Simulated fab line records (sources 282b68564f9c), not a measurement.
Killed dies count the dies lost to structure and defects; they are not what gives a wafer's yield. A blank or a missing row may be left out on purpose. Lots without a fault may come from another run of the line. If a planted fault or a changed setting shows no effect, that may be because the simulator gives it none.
fab line records ; flow rit-cmos
record: lots: 5; wafers: 23
route steps=202 shown ACTIVE@4 FOX1@20 FOX2@23 NWELL@29 PRETRO@72 GATE@81 NLDD@104 NSD@139 M1@202
start-h: the number of hours between the record's first day and the start of the first shown wafer of the lot ; wait-h: how many hours have passed since the lot's step before this one ; " identical to the entry in the row above ; L1.1+2: a row that stands for several wafers ; - no value, or no start given ; * or withheld: withheld ; < > ~ a bound
route shown NAME@n: names a module that has steps shown in the file, with the first one's number in the route ; usual: mean/standard deviation taken from wafers without a fault ; same: alike in all rows ; chamber/n: place in a boat ; sites: per-site readings ; _std_site: standard deviation across them ; _edge_site: the outer-site mean with the inner-site mean subtracted ; radius-mm: for every site, how far away it sits from the centre of the wafer ; mask NAME#n: copy n ; behind: the tool/chamber that last shaped the wafer ; hold: cause of the lot's hold/its duration in hours/its outcome ; device: the n, p or np transistor that did not switch ; end of line: the same wafers' tests at the end of the route ; for a step that has no rows: nothing shown but its recipe ; killed: the dies lost at the first sort to structure and to defects; this is not the yield of the wafer ; map: a wafer's dies, x killed, . not, _ none there
set.NAME: the setting the step ran with; set.NAME@STEP: the setting that earlier step ran with ; model.NAME: the simulator's own value behind a step, which no gauge read
lots where settings were altered on purpose, with a table for each step and a row for each wafer
== steps ==
step: RIT_ACTIVE_CVD_03
recipe: material: Si3N4; target-thk-nm: 150; temp-c: 810; precursor: SiH2Cl2/NH3; time-s: 1500; pressure-mtorr: 300; sih2cl2-flow-sccm: 60; nh3-flow-sccm: 150
lot.wafer;tool;chamber;start-h;wait-h;set.nh3-flow-sccm
L079.1+2+3+4+6;-;-;-;0.1;168.9
L080.1+3+4+5+6;-;-;-;0.1;150
L081.1+2+3+5+6;-;-;-;0.1;161.7
L083.1+2+3;lpcvd-02;0;57.11;0.1;150
L084.1+2+3+5+6;-;-;-;0.1;129.9
step: RIT_ACTIVE_DEVELOP_10
recipe: resist: NOVOLAK; develop-time-s: 50; dev-temp-c: 23
lot.wafer;tool;chamber;start-h;wait-h;set.dev-temp-c
L079.1+2;litho-track-03;0;-;-;23
L079.3+4+6;litho-track-03;0;-;-;25.71
L080.1+6;litho-track-03;0;-;-;23
L080.3+4+5;litho-track-03;0;-;-;21.51
L081.1+2+3+5+6;litho-track-01;0;-;-;23
L083.1+2+3;litho-track-04;0;-;-;23
L084.1+5;litho-track-04;0;-;-;24.61
L084.2+3+6;litho-track-04;0;-;-;23
step: RIT_ACTIVE_HARDBAKE_12
recipe: resist: NOVOLAK; temp-c: 140; time-s: 60
step: RIT_ACTIVE_CLEAN_16
recipe: chemistry: dHF; dilution: 50:1; time-s: 30
step: RIT_ACTIVE_CLEAN_17
recipe: chemistry: SC2; mix: 3:3:50; time-s: 600; temp-c: 75; dry: n2-spin
step: RIT_FOX1_OXIDATION_00
recipe: temp-c: 1100; ambient: H2O; target-thk-a: 3507; p-h2o-torr: 720; ox-time-s: 1130
lot.wafer;tool;chamber;start-h;wait-h;set.nh3-flow-sccm@ACTIVE_CVD_03;model.Si3N4_of_ACTIVE_CVD_03.thk-nm
L079.1;furnace-04;0;40.63;0.0;168.9;156
L079.2;furnace-04;0;40.63;0.0;168.9;154.8
L079.3;furnace-04;0;40.63;0.0;168.9;155.5
L079.4;furnace-04;0;40.63;0.0;168.9;156.6
L079.6;furnace-04;0;40.63;0.0;168.9;156.2
L080.1;furnace-03;0;46.73;0.0;150;141.7
L080.3;furnace-03;0;46.73;0.0;150;143.8
L080.4;furnace-03;0;46.73;0.0;150;141.9
L080.5;furnace-03;0;46.73;0.0;150;142.8
L080.6;furnace-03;0;46.73;0.0;150;142.3
L081.1;furnace-03;0;50.63;0.0;161.7;150.8
L081.2+3;furnace-03;0;50.63;0.0;161.7;151.3
L081.5;furnace-03;0;50.63;0.0;161.7;150.5
L081.6;furnace-03;0;50.63;0.0;161.7;151.4
L083.1;furnace-03;0;60.88;0.2;150;143.1
L083.2;furnace-03;0;60.88;0.2;150;141.2
L083.3;furnace-03;0;60.88;0.2;150;143
L084.1;furnace-03;0;65.73;0.0;129.9;128
L084.2;furnace-03;0;65.73;0.0;129.9;128.2
L084.3;furnace-03;0;65.73;0.0;129.9;128.8
L084.5;furnace-03;0;65.73;0.0;129.9;128.4
L084.6;furnace-03;0;65.73;0.0;129.9;129
step: RIT_FOX2_OXIDATION_00
recipe: temp-c: 1100; ambient: H2O; target-thk-a: 3507; p-h2o-torr: 720; ox-time-s: 1130
lot.wafer;tool;chamber;start-h;wait-h;set.temp-c;set.nh3-flow-sccm@ACTIVE_CVD_03;model.SiO2_of_FOX2_OXIDATION_00.thk-nm;model.Si3N4_of_ACTIVE_CVD_03.thk-nm
L079.1;-;-;-;0.0;1124;168.9;387.6;143.9
L079.2;-;-;-;0.0;1124;168.9;385.1;142.8
L079.3;-;-;-;0.0;1124;168.9;384.2;143.5
L079.4;-;-;-;0.0;1124;168.9;388.5;144.6
L079.6;-;-;-;0.0;1124;168.9;390.8;144.2
L080.1;-;-;-;0.0;1110;150;365.7;129.9
L080.3;-;-;-;0.0;1110;150;374.2;132
L080.4;-;-;-;0.0;1110;150;375.7;130.1
L080.5;-;-;-;0.0;1110;150;374.3;131
L080.6;-;-;-;0.0;1110;150;365.5;130.5
L081.1;-;-;-;0.0;1120;161.7;378;138.7
L081.2;-;-;-;0.0;1120;161.7;380.4;139.2
L081.3;-;-;-;0.0;1120;161.7;375.7;139.2
L081.5;-;-;-;0.0;1120;161.7;380.5;138.4
L081.6;-;-;-;0.0;1120;161.7;381;139.4
L083.1;furnace-02;0;62.51;0.0;1100;150;345.1;131.8
L083.2;furnace-02;0;62.51;0.0;1100;150;347;129.8
L083.3;furnace-02;0;62.51;0.0;1100;150;350.6;131.7
L084.1;-;-;-;0.3;1116;129.9;383.4;116.3
L084.2;-;-;-;0.3;1116;129.9;378.8;116.4
L084.3;-;-;-;0.3;1116;129.9;385.5;117
L084.5;-;-;-;0.3;1116;129.9;379;116.7
L084.6;-;-;-;0.3;1116;129.9;381.3;117.2
step: RIT_NWELL_COAT_01
recipe: resist: NOVOLAK; spin-rpm: 2000; resist-thk-nm: 1300
lot.wafer;tool;chamber;start-h;wait-h;set.spin-rpm;model.NOVOLAK_of_NWELL_COAT_01.thk-nm
L079.1;litho-track-01;0;44.52;0.1;2000;1297
L079.2;litho-track-01;0;44.52;0.1;2000;1298
L079.3;litho-track-01;0;44.52;0.1;2000;1300
L079.4;litho-track-01;0;44.52;0.1;2000;1295
L079.6;litho-track-01;0;44.52;0.1;2000;1296
L080.1;litho-track-02;0;50.62;0.1;2000;1301
L080.3;litho-track-02;0;50.62;0.1;1937;1321
L080.4;litho-track-02;0;50.62;0.1;1937;1320
L080.5;litho-track-02;0;50.62;0.1;2000;1299
L080.6;litho-track-02;0;50.62;0.1;1937;1322
L081.1;litho-track-02;0;54.52;0.1;1959;1312
L081.2;litho-track-02;0;54.52;0.1;1959;1305
L081.3;litho-track-02;0;54.52;0.1;1959;1310
L081.5;litho-track-02;0;54.52;0.1;2000;1295
L081.6;litho-track-02;0;54.52;0.1;2000;1294
L083.1+3;litho-track-01;0;65.01;0.1;2000;1292
L083.2;litho-track-01;0;65.01;0.1;2000;1295
L084.1;litho-track-02;0;69.96;0.1;2000;1298
L084.2;litho-track-02;0;69.96;0.1;2000;1300
L084.3;litho-track-02;0;69.96;0.1;2000;1297
L084.5;litho-track-02;0;69.96;0.1;2000;1299
L084.6;litho-track-02;0;69.96;0.1;2000;1294
step: RIT_NWELL_SOFTBAKE_02
recipe: resist: NOVOLAK; temp-c: 90; time-s: 60
step: RIT_NWELL_EXPOSE_03
recipe: mask-id: M2; na: 0.57; target-cd-nm: 43900; dose-mj: 250
step: RIT_NWELL_DEVELOP_05
recipe: resist: NOVOLAK; develop-time-s: 68; dev-temp-c: 23
step: RIT_NWELL_HARDBAKE_07
recipe: resist: NOVOLAK; temp-c: 140; time-s: 120
lot.wafer;tool;chamber;start-h;wait-h;set.spin-rpm@NWELL_COAT_01;model.NOVOLAK_of_NWELL_COAT_01.thk-nm
L079.1+2;litho-track-02;0;45.41;0.0;2000;1135
L079.3;litho-track-02;0;45.41;0.0;2000;1137
L079.4+6;litho-track-02;0;45.41;0.0;2000;1133
L080.1;litho-track-01;0;51.57;0.1;2000;1138
L080.3;litho-track-01;0;51.57;0.1;1937;1155
L080.4;litho-track-01;0;51.57;0.1;1937;1154
L080.5;litho-track-01;0;51.57;0.1;2000;1136
L080.6;litho-track-01;0;51.57;0.1;1937;1156
L081.1;litho-track-01;0;55.41;0.0;1959;1147
L081.2;litho-track-01;0;55.41;0.0;1959;1141
L081.3;litho-track-01;0;55.41;0.0;1959;1145
L081.5;litho-track-01;0;55.41;0.0;2000;1133
L081.6;litho-track-01;0;55.41;0.0;2000;1132
L083.1+3;litho-track-02;0;65.97;0.0;2000;1130
L083.2;litho-track-02;0;65.97;0.0;2000;1132
L084.1;litho-track-02;0;70.87;0.2;2000;1135
L084.2+5;litho-track-02;0;70.87;0.2;2000;1136
L084.3;litho-track-02;0;70.87;0.2;2000;1134
L084.6;litho-track-02;0;70.87;0.2;2000;1132
step: RIT_NWELL_IMPLANT_08
recipe: species: P; energy-kev: 170; dose-cm2: 5e+13; tilt-deg: 7
lot.wafer;tool;chamber;start-h;wait-h;set.energy-kev;model.implant.rp-nm;model.implant.drp-nm
L079.1+3+6;implanter-03;0;45.66;0.2;179.2;228.9;71.6
L079.2+4;implanter-03;0;45.66;0.2;170;216.8;68.82
L080.1+4+6;implanter-04;0;51.82;0.2;170;213.9;68.82
L080.3+5;implanter-04;0;51.82;0.2;177.1;223;70.97
L081.1+3+6;implanter-03;0;55.66;0.2;176.8;224.8;70.88
L081.2+5;implanter-03;0;55.66;0.2;170;215.9;68.82
L083.1+2+3;implanter-03;0;66.22;0.2;170;211.9;68.82
L084.1+2+3;implanter-03;0;71.12;0.2;160.3;198.5;65.91
L084.5+6;implanter-03;0;71.12;0.2;170;210.9;68.82
step: RIT_PRETRO_IMPLANT_08
recipe: species: B; energy-kev: 45; dose-cm2: 1.2e+13; tilt-deg: 7
lot.wafer;tool;chamber;start-h;wait-h;set.energy-kev;model.implant.rp-nm;model.implant.drp-nm
L079.1+2+3+4+6;implanter-04;0;55.89;0.2;45;143.7;55.07
L080.1+3+5;implanter-04;0;61.99;0.2;45;144.1;55.07
L080.4+6;implanter-04;0;61.99;0.2;43.15;138.5;53.71
L081.1+2+3+5+6;implanter-02;0;66.10;0.2;45;147.9;55.07
L083.1+2+3;implanter-04;0;77.23;0.2;45;142;55.07
L084.1+6;implanter-02;0;81.47;0.2;45;148.1;55.07
L084.2+3+5;implanter-02;0;81.47;0.2;46.53;152.8;56.17
step: RIT_GATE_OXIDATION_05
recipe: temp-c: 900; ambient: O2; target-thk-a: 30; ox-time-s: 270
lot.wafer;tool;chamber;start-h;wait-h;set.temp-c;model.SiO2_of_GATE_OXIDATION_05.thk-nm
L079.1;-;-;-;0.1;916.1;3.776
L079.2;-;-;-;0.1;916.1;3.791
L079.3;-;-;-;0.1;916.1;3.766
L079.4;-;-;-;0.1;916.1;3.731
L079.6;-;-;-;0.1;916.1;3.796
L080.1;-;-;-;0.1;877.5;2.291
L080.3;-;-;-;0.1;877.5;2.325
L080.4;-;-;-;0.1;877.5;2.286
L080.5;-;-;-;0.1;877.5;2.303
L080.6;-;-;-;0.1;877.5;2.281
L081.1;-;-;-;0.1;889.1;2.614
L081.2;-;-;-;0.1;889.1;2.63
L081.3;-;-;-;0.1;889.1;2.596
L081.5+6;-;-;-;0.1;889.1;2.631
L083.1;furnace-03;0;78.35;0.3;900;3.086
L083.2;furnace-03;0;78.35;0.3;900;3.092
L083.3;furnace-03;0;78.35;0.3;900;3.108
L084.1;-;-;-;0.3;916.8;3.646
L084.2;-;-;-;0.3;916.8;3.651
L084.3;-;-;-;0.3;916.8;3.584
L084.5;-;-;-;0.3;916.8;3.588
L084.6;-;-;-;0.3;916.8;3.622
step: RIT_GATE_ANNEAL_06
recipe: temp-c: 900; time-s: 600; ambient: N2O
step: RIT_GATE_THK_MEAS_07
recipe: reads: SiO2_of_GATE_OXIDATION_05
usual: GATE_OXIDE_THK: 3.02/0.059
lot.wafer;tool;chamber;start-h;wait-h;set.temp-c@GATE_OXIDATION_05;GATE_OXIDE_THK[nm]
L079.1;film-metro-04;-;58.07;0.0;916.1;3.74
L079.2;film-metro-04;-;58.07;0.0;916.1;3.74
L079.3;film-metro-04;-;58.07;0.0;916.1;3.76
L079.4;film-metro-04;-;58.07;0.0;916.1;3.74
L079.6;film-metro-04;-;58.07;0.0;916.1;3.80
L080.1;film-metro-01;-;64.23;0.0;877.5;2.20
L080.3;film-metro-01;-;64.23;0.0;877.5;2.28
L080.4;film-metro-01;-;64.23;0.0;877.5;2.27
L080.5;film-metro-01;-;64.23;0.0;877.5;2.35
L080.6;film-metro-01;-;64.23;0.0;877.5;2.32
L081.1;film-metro-03;-;68.37;0.0;889.1;2.61
L081.2;film-metro-03;-;68.37;0.0;889.1;2.63
L081.3;film-metro-03;-;68.37;0.0;889.1;2.61
L081.5;film-metro-03;-;68.37;0.0;889.1;2.60
L081.6;film-metro-03;-;68.37;0.0;889.1;2.63
L083.1;film-metro-03;-;79.68;0.0;900;3.10
L083.2;film-metro-03;-;79.68;0.0;900;3.07
L083.3;film-metro-03;-;79.68;0.0;900;3.07
L084.1;film-metro-01;-;88.00;0.0;916.8;3.66
L084.2;film-metro-01;-;88.00;0.0;916.8;3.65
L084.3;film-metro-01;-;88.00;0.0;916.8;3.62
L084.5;film-metro-01;-;88.00;0.0;916.8;3.59
L084.6;film-metro-01;-;88.00;0.0;916.8;3.60
step: RIT_GATE_DEVELOP_15
recipe: resist: NOVOLAK; develop-time-s: 50; dev-temp-c: 23
lot.wafer;tool;chamber;start-h;wait-h;set.dev-temp-c
L079.1+3+6;litho-track-03;0;-;-;20.98
L079.2+4;litho-track-03;0;-;-;23
L080.1+3+4+5+6;litho-track-03;0;-;-;23
L081.1+6;litho-track-01;0;-;-;23
L081.2+3+5;litho-track-01;0;-;-;20.15
L083.1+2+3;litho-track-02;0;-;-;23
L084.1+3;litho-track-03;0;-;-;26.38
L084.2+5+6;litho-track-03;0;-;-;23
step: RIT_NLDD_COAT_01
recipe: resist: NOVOLAK; spin-rpm: 3250; resist-thk-nm: 1000
lot.wafer;tool;chamber;start-h;wait-h;set.resist-thk-nm;model.NOVOLAK_of_NLDD_COAT_01.thk-nm
L079.1;litho-track-03;0;64.95;0.1;1000;1006
L079.2;litho-track-03;0;64.95;0.1;1000;1004
L079.3;litho-track-03;0;64.95;0.1;961.6;966.9
L079.4;litho-track-03;0;64.95;0.1;1000;1005
L079.6;litho-track-03;0;64.95;0.1;961.6;963.3
L080.1+4+5;litho-track-03;0;70.81;0.1;1000;1006
L080.3;litho-track-03;0;70.81;0.1;1000;1008
L080.6;litho-track-03;0;70.81;0.1;1000;1005
L081.1;litho-track-04;0;75.12;0.1;947.6;945.1
L081.2;litho-track-04;0;75.12;0.1;947.6;946.2
L081.3;litho-track-04;0;75.12;0.1;1000;999.9
L081.5;litho-track-04;0;75.12;0.1;1000;998.1
L081.6;litho-track-04;0;75.12;0.1;947.6;946.8
L083.1;litho-track-03;0;86.52;0.1;1000;999.2
L083.2;litho-track-03;0;86.52;0.1;1000;1002
L083.3;litho-track-03;0;86.52;0.1;1000;1000
L084.1;litho-track-02;0;95.41;0.1;1000;999.8
L084.2;litho-track-02;0;95.41;0.1;1024;1026
L084.3;litho-track-02;0;95.41;0.1;1024;1023
L084.5;litho-track-02;0;95.41;0.1;1000;1003
L084.6;litho-track-02;0;95.41;0.1;1000;1001
step: RIT_NLDD_SOFTBAKE_02
recipe: resist: NOVOLAK; temp-c: 90; time-s: 60
step: RIT_NLDD_EXPOSE_03
recipe: mask-id: M7; na: 0.57; target-cd-nm: 40700; dose-mj: 250
step: RIT_NLDD_DEVELOP_05
recipe: resist: NOVOLAK; develop-time-s: 50; dev-temp-c: 23
step: RIT_NLDD_HARDBAKE_07
recipe: resist: NOVOLAK; temp-c: 140; time-s: 60
lot.wafer;tool;chamber;start-h;wait-h;set.resist-thk-nm@NLDD_COAT_01;model.NOVOLAK_of_NLDD_COAT_01.thk-nm
L079.1;litho-track-04;0;65.81;0.0;1000;889.3
L079.2;litho-track-04;0;65.81;0.0;1000;887.7
L079.3;litho-track-04;0;65.81;0.0;961.6;854.8
L079.4;litho-track-04;0;65.81;0.0;1000;888.3
L079.6;litho-track-04;0;65.81;0.0;961.6;851.6
L080.1;litho-track-03;0;71.54;0.0;1000;889.2
L080.3;litho-track-03;0;71.54;0.0;1000;890.5
L080.4+5;litho-track-03;0;71.54;0.0;1000;889.1
L080.6;litho-track-03;0;71.54;0.0;1000;888.4
L081.1;litho-track-03;0;75.99;0.0;947.6;835.7
L081.2;litho-track-03;0;75.99;0.0;947.6;836.6
L081.3;litho-track-03;0;75.99;0.0;1000;883.7
L081.5;litho-track-03;0;75.99;0.0;1000;882.1
L081.6;litho-track-03;0;75.99;0.0;947.6;837.3
L083.1;litho-track-02;0;87.38;0.0;1000;883
L083.2;litho-track-02;0;87.38;0.0;1000;885.3
L083.3;litho-track-02;0;87.38;0.0;1000;884.2
L084.1;litho-track-03;0;96.15;0.0;1000;883.6
L084.2;litho-track-03;0;96.15;0.0;1024;906.5
L084.3;litho-track-03;0;96.15;0.0;1024;903.8
L084.5;litho-track-03;0;96.15;0.0;1000;886.2
L084.6;litho-track-03;0;96.15;0.0;1000;884.6
step: RIT_NLDD_IMPLANT_08
recipe: species: P; energy-kev: 20; dose-cm2: 5e+14; tilt-deg: 7
lot.wafer;tool;chamber;start-h;wait-h;set.dose-cm2
L079.1+2+3;implanter-04;0;65.96;0.1;4.722e+14
L079.4+6;implanter-04;0;65.96;0.1;5e+14
L080.1+4;implanter-03;0;71.69;0.1;5.35e+14
L080.3+5+6;implanter-03;0;71.69;0.1;5e+14
L081.1+2+3+5+6;implanter-03;0;76.14;0.1;5e+14
L083.1+2+3;implanter-04;0;87.53;0.1;5e+14
L084.1+2+3+5+6;implanter-04;0;96.30;0.1;5e+14
step: RIT_NLDD_STRIP_09
recipe: chemistry: O2; time-s: 180; resist: NOVOLAK; platen-temp-c: withheld; power-w: 500; pressure-mtorr: 4000; o2-flow-sccm: 4000
step: RIT_NLDD_TW_MEAS_10
usual: NLDD_TW: 2474/21
lot.wafer;tool;chamber;start-h;wait-h;set.dose-cm2@NLDD_IMPLANT_08;NLDD_TW
L079.1;film-metro-03;-;66.29;0.1;4.722e+14;2422
L079.2;film-metro-03;-;66.29;0.1;4.722e+14;2430
L079.3;film-metro-03;-;66.29;0.1;4.722e+14;2425
L079.4;film-metro-03;-;66.29;0.1;5e+14;2477
L079.6;film-metro-03;-;66.29;0.1;5e+14;2470
L080.1;film-metro-01;-;72.02;0.1;5.35e+14;2503
L080.3;film-metro-01;-;72.02;0.1;5e+14;2443
L080.4;film-metro-01;-;72.02;0.1;5.35e+14;2522
L080.5;film-metro-01;-;72.02;0.1;5e+14;2465
L080.6;film-metro-01;-;72.02;0.1;5e+14;2467
L081.1;film-metro-01;-;76.46;0.1;5e+14;2451
L081.2;film-metro-01;-;76.46;0.1;5e+14;2481
L081.3;film-metro-01;-;76.46;0.1;5e+14;2474
L081.5;film-metro-01;-;76.46;0.1;5e+14;2459
L081.6;film-metro-01;-;76.46;0.1;5e+14;2487
L083.1;film-metro-03;-;87.86;0.1;5e+14;2472
L083.2;film-metro-03;-;87.86;0.1;5e+14;2482
L083.3;film-metro-03;-;87.86;0.1;5e+14;2465
L084.1;film-metro-03;-;96.62;0.1;5e+14;2484
L084.2;film-metro-03;-;96.62;0.1;5e+14;2487
L084.3;film-metro-03;-;96.62;0.1;5e+14;2472
L084.5;film-metro-03;-;96.62;0.1;5e+14;2487
L084.6;film-metro-03;-;96.62;0.1;5e+14;2470
step: RIT_NSD_IMPLANT_08
recipe: species: P; energy-kev: 25; dose-cm2: 1e+15; tilt-deg: 7
lot.wafer;tool;chamber;start-h;wait-h;set.dose-cm2
L079.1+2+6;implanter-04;0;71.44;0.1;1e+15
L079.3+4;implanter-04;0;71.44;0.1;1.052e+15
L080.1+4+5;implanter-03;0;77.33;0.1;1.046e+15
L080.3+6;implanter-03;0;77.33;0.1;1e+15
L081.1+3;implanter-03;0;81.61;0.1;1e+15
L081.2+5+6;implanter-03;0;81.61;0.1;1.075e+15
L083.1+2+3;implanter-03;0;93.14;0.1;1e+15
L084.1+2+6;implanter-04;0;102.77;0.1;1.036e+15
L084.3+5;implanter-04;0;102.77;0.1;1e+15
step: RIT_M1_PROBE_99
lot.wafer;tool;chamber;start-h;wait-h;set.dev-temp-c@GATE_DEVELOP_15;model.etest.nmos_0p3.r-on-ohm-um
L079.1;prober-02;-;81.08;0.1;20.98;2343
L079.2;prober-02;-;81.13;0.1;23;2455
L079.3;prober-02;-;81.18;0.2;20.98;2427
L079.4;prober-02;-;81.23;0.2;23;2491
L079.6;prober-02;-;81.33;0.2;20.98;2309
L081.1;prober-02;-;91.56;0.1;23;1979
L081.2;prober-02;-;91.61;0.1;20.15;1858
L081.3;prober-02;-;91.66;0.2;20.15;1900
L081.5;prober-02;-;91.76;0.2;20.15;1894
L081.6;prober-02;-;91.81;0.2;23;1985
L083.1;prober-02;-;104.63;0.1;23;2244
L083.2;prober-02;-;104.68;0.1;23;2235
L083.3;prober-02;-;104.73;0.2;23;2247
L084.1;prober-01;-;113.48;0.1;26.38;2599
L084.2;prober-01;-;113.53;0.1;23;2409
L084.3;prober-01;-;113.58;0.2;26.38;2535
L084.5;prober-01;-;113.68;0.2;23;2460
L084.6;prober-01;-;113.73;0.2;23;2477
killed by level:class
L083.1 GATE:geometric-particle:open=2 GATE:geometric-particle:short=1 REOX:geometric-particle:open=1 SPACER:geometric-particle:short=1 SILICIDE:geometric-particle:open=1 SILICIDE:geometric-particle:short=1
L083.2 GATE:geometric-particle:open=8 FOX1:geometric-particle:open=1 SPACER:geometric-particle:open=1 SILICIDE:geometric-particle:open=1
L083.3 GATE:geometric-particle:short=2 SILICIDE:geometric-particle:open=2 FOX1:geometric-particle:short=1 FOX1:geometric-particle:open=1 SILICIDE:geometric-particle:short=1
== key ==
split: step: RIT_ACTIVE_CVD_03; setting: nh3-flow-sccm; stated: 150; by: lot
response: step: RIT_FOX1_OXIDATION_00; reading: model.Si3N4_of_ACTIVE_CVD_03.thk-nm; change: +1.06; per: 1%; r: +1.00
response: step: RIT_FOX2_OXIDATION_00; reading: model.Si3N4_of_ACTIVE_CVD_03.thk-nm; change: +1.04; per: 1%; r: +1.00
split: step: RIT_ACTIVE_DEVELOP_10; setting: dev-temp-c; stated: 23; by: wafer
response none clear
split: step: RIT_FOX2_OXIDATION_00; setting: temp-c; stated: 1100; by: lot
response: step: RIT_FOX2_OXIDATION_00; reading: model.SiO2_of_FOX2_OXIDATION_00.thk-nm; change: +16.6; per: 1%; r: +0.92
split: step: RIT_NWELL_COAT_01; setting: spin-rpm; stated: 2000; by: wafer
response: step: RIT_NWELL_COAT_01; reading: model.NOVOLAK_of_NWELL_COAT_01.thk-nm; change: -6.69; per: 1%; r: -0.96
response: step: RIT_NWELL_HARDBAKE_07; reading: model.NOVOLAK_of_NWELL_COAT_01.thk-nm; change: -5.77; per: 1%; r: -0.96
split: step: RIT_NWELL_IMPLANT_08; setting: energy-kev; stated: 170; by: wafer
response: step: RIT_NWELL_IMPLANT_08; reading: model.implant.rp-nm; change: +2.2; per: 1%; r: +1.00
response: step: RIT_NWELL_IMPLANT_08; reading: model.implant.drp-nm; change: +0.513; per: 1%; r: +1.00
split: step: RIT_PRETRO_IMPLANT_08; setting: energy-kev; stated: 45; by: wafer
response: step: RIT_PRETRO_IMPLANT_08; reading: model.implant.rp-nm; change: +1.38; per: 1%; r: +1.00
response: step: RIT_PRETRO_IMPLANT_08; reading: model.implant.drp-nm; change: +0.328; per: 1%; r: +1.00
split: step: RIT_GATE_OXIDATION_05; setting: temp-c; stated: 900; by: lot
response: step: RIT_GATE_OXIDATION_05; reading: model.SiO2_of_GATE_OXIDATION_05.thk-nm; change: +0.33; per: 1%; r: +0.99
response: step: RIT_GATE_THK_MEAS_07; reading: GATE_OXIDE_THK; change: +0.331; per: 1%; r: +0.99
split: step: RIT_GATE_DEVELOP_15; setting: dev-temp-c; stated: 23; by: wafer
response: step: RIT_M1_PROBE_99; reading: model.etest.nmos_0p3.r-on-ohm-um; change: +8.83; per: 1%; r: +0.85
split: step: RIT_NLDD_COAT_01; setting: resist-thk-nm; stated: 1000; by: wafer
response: step: RIT_NLDD_COAT_01; reading: model.NOVOLAK_of_NLDD_COAT_01.thk-nm; change: +10.2; per: 1%; r: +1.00
response: step: RIT_NLDD_HARDBAKE_07; reading: model.NOVOLAK_of_NLDD_COAT_01.thk-nm; change: +8.9; per: 1%; r: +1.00
split: step: RIT_NLDD_IMPLANT_08; setting: dose-cm2; stated: 5e+14; by: wafer
response: step: RIT_NLDD_TW_MEAS_10; reading: NLDD_TW; change: +8.08; per: 1%; r: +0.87
split: step: RIT_NSD_IMPLANT_08; setting: dose-cm2; stated: 1e+15; by: wafer
response none in this file
